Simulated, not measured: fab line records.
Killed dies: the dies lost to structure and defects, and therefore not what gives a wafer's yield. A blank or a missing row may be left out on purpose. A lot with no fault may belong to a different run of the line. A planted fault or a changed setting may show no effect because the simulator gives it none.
fab line records ; flow rit-cmos
record: lots: 5; wafers: 27
route steps=202 shown SDANNEAL@156 PSD@157 NSD@158 PLDD@159 M1@197
start-h: hours from the record's opening day to when the first of the lot's shown wafers began ; wait-h: how many hours have passed since the lot's step before this one ; " as in the row above ; L1.1+2: several wafers, shown together as one row ; - no value, or no start given ; * or withheld: withheld ; < > ~ a bound
route shown NAME@n: a module of which the file shows steps, and the number in the route of the first ; usual: mean/standard deviation of fault-free wafers ; same: alike in all rows ; chamber/n: place in a boat ; sites: readings site by site ; _std_site: standard deviation across them ; _edge_site: outer sites' mean less inner sites' ; radius-mm: for every site, how far away it sits from the centre of the wafer ; mask NAME#n: copy n ; behind: the tool/chamber that last shaped the wafer ; hold: what put the lot on hold/how long, in hours/how the hold closed ; device: the transistor (n, p or np) that didn't switch ; end of line: the route-end tests of the same wafers ; for a step that has no rows: nothing shown but its recipe ; killed: the dies lost at the first sort to structure and to defects; this is not the yield of the wafer ; map: a wafer's dies, x killed, . not, _ none there
set.NAME: setting as actually run; set.NAME@STEP: the setting as run at that earlier step ; model.NAME: the simulator's own value behind a step, which no gauge read
lots run with intentionally changed settings; tables by step, rows by wafer
== steps ==
step: RIT_SDANNEAL_RTA_03
recipe: temp-c: 1050; time-s: 5; idle-temp-c: 600; ramp-up-c-per-s: 342; ramp-down-c-per-s: 171; cool-to-c: 600; ambient: N2
lot.wafer;tool;chamber;start-h;wait-h;set.time-s
L074.1+2+4;rtp-anneal-02;0;57.71;0.0;5
L075.1+2+3+4+5+6;rtp-anneal-01;0;61.33;0.0;5
L079.1+2+6;rtp-anneal-01;0;76.12;0.0;7.976
L079.3+4+5;rtp-anneal-01;0;76.12;0.0;5
L080.1+3+6;rtp-anneal-02;0;84.57;0.0;5
L080.2+4+5;rtp-anneal-02;0;84.57;0.0;3.073
L083.1+4+5;rtp-anneal-01;0;100.52;0.0;5
L083.2+3+6;rtp-anneal-01;0;100.52;0.0;6.744
step: RIT_SDANNEAL_RS_MEAS_04
recipe: thk-meas-gauge: four-point-probe
usual: PSD_RS: 115.94/0.27
lot.wafer;tool;chamber;start-h;wait-h;set.time-s@SDANNEAL_RTA_03;PSD_RS[ohm/sq]
L074.1;film-metro-04;-;57.77;0.0;5;116.20
L074.2;film-metro-04;-;57.77;0.0;5;116.01
L074.4;film-metro-04;-;57.77;0.0;5;116.12
L075.1;film-metro-04;-;61.39;0.0;5;116.50
L075.2;film-metro-04;-;61.39;0.0;5;115.98
L075.3;film-metro-04;-;61.39;0.0;5;116.57
L075.4;film-metro-04;-;61.39;0.0;5;116.06
L075.5;film-metro-04;-;61.39;0.0;5;115.81
L075.6;film-metro-04;-;61.39;0.0;5;116.21
L079.1;film-metro-02;-;76.18;0.0;7.976;108.86
L079.2;film-metro-02;-;76.18;0.0;7.976;109.06
L079.3;film-metro-02;-;76.18;0.0;5;115.71
L079.4;film-metro-02;-;76.18;0.0;5;116.37
L079.5;film-metro-02;-;76.18;0.0;5;115.92
L079.6;film-metro-02;-;76.18;0.0;7.976;109.09
L080.1;film-metro-03;-;84.63;0.0;5;116.06
L080.2;film-metro-03;-;84.63;0.0;3.073;122.33
L080.3;film-metro-03;-;84.63;0.0;5;116.18
L080.4;film-metro-03;-;84.63;0.0;3.073;122.28
L080.5;film-metro-03;-;84.63;0.0;3.073;122.06
L080.6;film-metro-03;-;84.63;0.0;5;116.00
L083.1;film-metro-03;-;100.64;0.1;5;116.13
L083.2;film-metro-03;-;100.64;0.1;6.744;111.41
L083.3;film-metro-03;-;100.64;0.1;6.744;111.38
L083.4;film-metro-03;-;100.64;0.1;5;116.23
L083.5;film-metro-03;-;100.64;0.1;5;116.17
L083.6;film-metro-03;-;100.64;0.1;6.744;111.75
step: RIT_SDANNEAL_RS_MEAS_05
recipe: thk-meas-gauge: four-point-probe
usual: NSD_RS: 84.5/0.33
lot.wafer;tool;chamber;start-h;wait-h;set.time-s@SDANNEAL_RTA_03;NSD_RS[ohm/sq]
L074.1;film-metro-04;-;57.89;0.1;5;84.5
L074.2;film-metro-04;-;57.89;0.1;5;84.9
L074.4;film-metro-04;-;57.89;0.1;5;84.1
L075.1;film-metro-04;-;61.51;0.1;5;83.8
L075.2;film-metro-04;-;61.51;0.1;5;84.3
L075.3;film-metro-04;-;61.51;0.1;5;84.5
L075.4;film-metro-04;-;61.51;0.1;5;84.3
L075.5;film-metro-04;-;61.51;0.1;5;84.2
L075.6;film-metro-04;-;61.51;0.1;5;83.9
L079.1;film-metro-02;-;76.30;0.1;7.976;83.2
L079.2;film-metro-02;-;76.30;0.1;7.976;83.5
L079.3;film-metro-02;-;76.30;0.1;5;84.8
L079.4;film-metro-02;-;76.30;0.1;5;84.6
L079.5;film-metro-02;-;76.30;0.1;5;84.6
L079.6;film-metro-02;-;76.30;0.1;7.976;83.5
L080.1;film-metro-03;-;84.75;0.1;5;84.0
L080.2;film-metro-03;-;84.75;0.1;3.073;85.6
L080.3;film-metro-03;-;84.75;0.1;5;84.4
L080.4;film-metro-03;-;84.75;0.1;3.073;85.6
L080.5;film-metro-03;-;84.75;0.1;3.073;85.4
L080.6;film-metro-03;-;84.75;0.1;5;84.3
L083.1;film-metro-03;-;100.76;0.1;5;84.3
L083.2;film-metro-03;-;100.76;0.1;6.744;83.8
L083.3;film-metro-03;-;100.76;0.1;6.744;83.8
L083.4;film-metro-03;-;100.76;0.1;5;84.4
L083.5;film-metro-03;-;100.76;0.1;5;84.4
L083.6;film-metro-03;-;100.76;0.1;6.744;83.8
step: RIT_SDANNEAL_RS_MEAS_06
recipe: thk-meas-gauge: four-point-probe
usual: PLDD_RS: 178.8/0.45
lot.wafer;tool;chamber;start-h;wait-h;set.time-s@SDANNEAL_RTA_03;PLDD_RS[ohm/sq]
L074.1;film-metro-04;-;58.01;0.1;5;178.9
L074.2;film-metro-04;-;58.01;0.1;5;178.7
L074.4;film-metro-04;-;58.01;0.1;5;178.7
L075.1;film-metro-04;-;61.63;0.1;5;179.4
L075.2;film-metro-04;-;61.63;0.1;5;178.5
L075.3;film-metro-04;-;61.63;0.1;5;178.8
L075.4;film-metro-04;-;61.63;0.1;5;178.8
L075.5;film-metro-04;-;61.63;0.1;5;178.4
L075.6;film-metro-04;-;61.63;0.1;5;179.0
L079.1;film-metro-02;-;76.42;0.1;7.976;172.2
L079.2;film-metro-02;-;76.42;0.1;7.976;172.3
L079.3;film-metro-02;-;76.42;0.1;5;179.2
L079.4;film-metro-02;-;76.42;0.1;5;179.5
L079.5;film-metro-02;-;76.42;0.1;5;178.9
L079.6;film-metro-02;-;76.42;0.1;7.976;172.1
L080.1;film-metro-03;-;84.87;0.1;5;179.3
L080.2;film-metro-03;-;84.87;0.1;3.073;186.7
L080.3;film-metro-03;-;84.87;0.1;5;179.3
L080.4;film-metro-03;-;84.87;0.1;3.073;187.3
L080.5;film-metro-03;-;84.87;0.1;3.073;186.0
L080.6;film-metro-03;-;84.87;0.1;5;179.2
L083.1;film-metro-03;-;100.88;0.1;5;178.7
L083.2;film-metro-03;-;100.88;0.1;6.744;174.5
L083.3;film-metro-03;-;100.88;0.1;6.744;174.1
L083.4;film-metro-03;-;100.88;0.1;5;178.9
L083.5;film-metro-03;-;100.88;0.1;5;178.7
L083.6;film-metro-03;-;100.88;0.1;6.744;174.2
step: RIT_M1_STRIP_13
recipe: chemistry: nmp; resist: NOVOLAK; temp-c: 80; time-s: 600; dry: n2-spin
lot.wafer;tool;chamber;start-h;wait-h;set.time-s
L074.1+2+4;wet-bench-02;2;63.39;0.1;600
L075.1+2+3+4+5+6;-;-;-;0.1;600
L079.1+2+3+4+5+6;-;-;-;0.1;729.4
L080.1+2+3+4+5+6;-;-;-;0.1;920.1
L083.1+2+3+4+5+6;-;-;-;0.1;503.7
step: RIT_M1_STRIP_14
recipe: chemistry: O2; time-s: 180; platen-temp-c: withheld; power-w: 500; pressure-mtorr: 4000; o2-flow-sccm: 4000
step: RIT_M1_ANNEAL_15
recipe: temp-c: 450; time-s: 1800; ambient: forming_gas_H2N2
step: RIT_M1_PROBE_99
usual: killed-at-contacts: 0.1/0.23; killed-at-front-end: 7/3.1; killed-dies: 7/3.2; killed-open: 3.6/2.1; killed-short: 3.5/1.9
same: gross-dies: 264; killed_at_M0_to_M3: 0; killed_at_M4_up: 0; killed-at-back-side: 0; killed-at-other: 0
lot.wafer;tool;chamber;start-h;wait-h;set.time-s@SDANNEAL_RTA_03;killed-at-contacts;killed-at-front-end;killed-dies;killed-open;killed-short;model.etest.pmos-turned.r-on-ohm-um;model.etest.pmos_0p15.r-on-ohm-um;model.etest.pmos-turned.drive-ua-um;model.etest.pmos_0p15.drive-ua-um
L074.1;prober-02;-;65.49;0.1;5;0;2;2;1;1;3387;2689;190.9;262.2
L074.2;prober-02;-;65.54;0.1;5;0;3;3;1;2;3319;2649;196.2;265.6
L074.4;prober-02;-;65.64;0.2;5;0;7;7;2;5;3360;2716;193.1;258.1
L075.1;prober-01;-;68.93;0.1;5;0;6;6;4;2;3374;2668;190.8;266.7
L075.2;prober-01;-;68.98;0.1;5;0;15;15;7;7;3295;2604;194.3;268.4
L075.3;prober-01;-;69.03;0.2;5;0;4;4;1;2;3395;2742;190.1;262.1
L075.4;prober-01;-;69.08;0.2;5;0;4;4;3;0;3380;2707;194;267.1
L075.5;prober-01;-;69.13;0.2;5;0;12;12;6;6;3407;2689;191;265.2
L075.6;prober-01;-;69.18;0.2;5;0;1;1;0;1;3279;2595;201.6;279.8
L079.1;prober-02;-;83.59;0.1;7.976;0;11;11;6;5;-;-;-;-
L079.2;prober-02;-;83.64;0.1;7.976;0;7;7;3;4;-;-;-;-
L079.3;prober-02;-;83.69;0.2;5;0;6;6;3;3;3400;2748;193.8;262.9
L079.4;prober-02;-;83.74;0.2;5;0;7;7;4;3;3413;2760;193.3;261.8
L079.5;prober-02;-;83.79;0.2;5;0;11;11;8;3;3312;2660;201.5;271.6
L079.6;prober-02;-;83.84;0.2;7.976;0;12;12;6;6;-;-;-;-
L080.1;prober-02;-;92.14;0.1;5;0;6;6;5;1;3318;2618;195.1;269.3
L080.2;prober-02;-;92.19;0.1;3.073;0;10;10;3;7;3885;2948;152.7;236.8
L080.3;prober-02;-;92.24;0.2;5;0;4;4;1;3;3398;2703;188.6;259.7
L080.4;prober-02;-;92.29;0.2;3.073;0;4;4;0;4;3959;2926;146.2;242.2
L080.5;prober-02;-;92.34;0.2;3.073;0;4;4;3;1;3824;2952;157.1;236.4
L080.6;prober-02;-;92.39;0.2;5;0;4;4;2;2;3414;2689;188.8;262.2
L083.1;prober-02;-;108.11;0.1;5;0;2;2;0;2;3451;2847;194;255.9
L083.2;prober-02;-;108.16;0.1;6.744;0;9;9;4;5;3193;2628;215.4;274.2
L083.3;prober-02;-;108.21;0.2;6.744;1;8;9;6;3;3313;2720;209.9;269.4
L083.4;prober-02;-;108.26;0.2;5;0;4;4;2;2;3532;2899;187.4;246.7
L083.5;prober-02;-;108.31;0.2;5;0;6;6;2;4;3495;2841;192.6;251.3
L083.6;prober-02;-;108.36;0.2;6.744;0;5;5;3;2;3188;2629;217.1;276.9
killed by level:class
L074.1 GATE:geometric-particle:open=1 SILICIDE:geometric-particle:short=1
L074.2 REOX:geometric-particle:open=1 REOX:geometric-particle:short=1 SILICIDE:geometric-particle:short=1
L074.4 GATE:geometric-particle:short=3 GATE:geometric-particle:open=1 REOX:geometric-particle:short=1 SPACER:geometric-particle:short=1 SILICIDE:geometric-particle:open=1
L075.1 GATE:geometric-particle:open=2 FOX2:geometric-particle:short=1 GATE:geometric-particle:short=1 REOX:geometric-particle:open=1 SILICIDE:geometric-particle:open=1
L075.2 FOX1:geometric-particle:short=4 GATE:geometric-particle:open=3 SPACER:geometric-particle:short=2 SPACER:geometric-particle:open=2 FOX1:geometric-particle:open=1 REOX:geometric-particle:short=1 SILICIDE:geometric-particle:open=1 PWELL:coat-microbubble-printed=1
L075.3 GATE:geometric-particle:open=1 REOX:geometric-particle:short=1 SPACER:geometric-particle:short=1 PWELL:coat-microbubble-printed=1
L075.4 SPACER:geometric-particle:open=2 GATE:geometric-particle:open=1 PWELL:coat-microbubble-printed=1
L075.5 SPACER:geometric-particle:short=3 FOX1:geometric-particle:open=2 GATE:geometric-particle:open=2 FOX1:geometric-particle:short=1 REOX:geometric-particle:short=1 SPACER:geometric-particle:open=1 SILICIDE:geometric-particle:short=1 SILICIDE:geometric-particle:open=1
L075.6 GATE:geometric-particle:short=1
L079.1 GATE:geometric-particle:open=3 FOX1:geometric-particle:open=2 FOX1:geometric-particle:short=2 GATE:geometric-particle:short=2 FOX2:geometric-particle:open=1 REOX:geometric-particle:short=1
L079.2 GATE:geometric-particle:open=2 ACTIVE:geometric-particle:short=1 FOX1:geometric-particle:short=1 GATE:geometric-particle:short=1 REOX:geometric-particle:open=1 REOX:geometric-particle:short=1
L079.3 GATE:geometric-particle:short=3 FOX1:geometric-particle:open=1 GATE:geometric-particle:open=1 REOX:geometric-particle:open=1
L079.4 GATE:geometric-particle:open=3 GATE:geometric-particle:short=2 FOX1:geometric-particle:short=1 REOX:geometric-particle:open=1
L079.5 FOX2:geometric-particle:open=4 SILICIDE:geometric-particle:open=2 FOX1:geometric-particle:short=1 FOX2:geometric-particle:short=1 GATE:geometric-particle:short=1 GATE:geometric-particle:open=1 REOX:geometric-particle:open=1
L079.6 GATE:geometric-particle:short=4 FOX2:geometric-particle:open=2 REOX:geometric-particle:short=2 REOX:geometric-particle:open=2 FOX1:geometric-particle:open=1 GATE:geometric-particle:open=1
L080.1 GATE:geometric-particle:open=2 SPACER:geometric-particle:open=2 FOX2:geometric-particle:short=1 REOX:geometric-particle:open=1
L080.2 SPACER:geometric-particle:short=4 FOX1:geometric-particle:open=1 GATE:geometric-particle:open=1 GATE:geometric-particle:short=1 REOX:geometric-particle:short=1 SPACER:geometric-particle:open=1 SILICIDE:geometric-particle:short=1
L080.3 REOX:geometric-particle:short=3 SILICIDE:geometric-particle:open=1
L080.4 SPACER:geometric-particle:short=2 FOX1:geometric-particle:short=1 GATE:geometric-particle:short=1
L080.5 GATE:geometric-particle:open=2 FOX1:geometric-particle:short=1 REOX:geometric-particle:open=1
L080.6 FOX1:geometric-particle:short=1 GATE:geometric-particle:open=1 REOX:geometric-particle:short=1 SILICIDE:geometric-particle:open=1
L083.1 GATE:geometric-particle:short=1 REOX:geometric-particle:short=1
L083.2 SPACER:geometric-particle:short=4 GATE:geometric-particle:open=1 REOX:geometric-particle:open=1 SPACER:geometric-particle:open=1 SILICIDE:geometric-particle:short=1 SILICIDE:geometric-particle:open=1
L083.3 SILICIDE:geometric-particle:open=3 GATE:geometric-particle:open=2 FOX1:geometric-particle:open=1 GATE:geometric-particle:short=1 REOX:geometric-particle:short=1 CONTACT:geometric-particle:short=1
L083.4 SPACER:geometric-particle:short=2 GATE:geometric-particle:open=1 SPACER:geometric-particle:open=1
L083.5 GATE:geometric-particle:short=2 REOX:geometric-particle:short=2 GATE:geometric-particle:open=1 SILICIDE:geometric-particle:open=1
L083.6 FOX1:geometric-particle:open=2 GATE:geometric-particle:short=1 REOX:geometric-particle:short=1 SILICIDE:geometric-particle:open=1
== key ==
split: step: RIT_SDANNEAL_RTA_03; setting: time-s; stated: 5; by: wafer
response: step: RIT_SDANNEAL_RS_MEAS_04; reading: PSD_RS; change: -0.131; per: 1%; r: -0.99
response: step: RIT_SDANNEAL_RS_MEAS_05; reading: NSD_RS; change: -0.023; per: 1%; r: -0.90
response: step: RIT_SDANNEAL_RS_MEAS_06; reading: PLDD_RS; change: -0.137; per: 1%; r: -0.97
response: step: RIT_M1_PROBE_99; reading: model.etest.pmos-turned.r-on-ohm-um; change: -10.7; per: 1%; r: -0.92
response: step: RIT_M1_PROBE_99; reading: model.etest.pmos_0p15.r-on-ohm-um; change: -6.5; per: 1%; r: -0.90
response: step: RIT_M1_PROBE_99; reading: model.etest.pmos-turned.drive-ua-um; change: +0.848; per: 1%; r: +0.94
response: step: RIT_M1_PROBE_99; reading: model.etest.pmos_0p15.drive-ua-um; change: +0.647; per: 1%; r: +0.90
split: step: RIT_M1_STRIP_13; setting: time-s; stated: 600; by: lot
response none clear
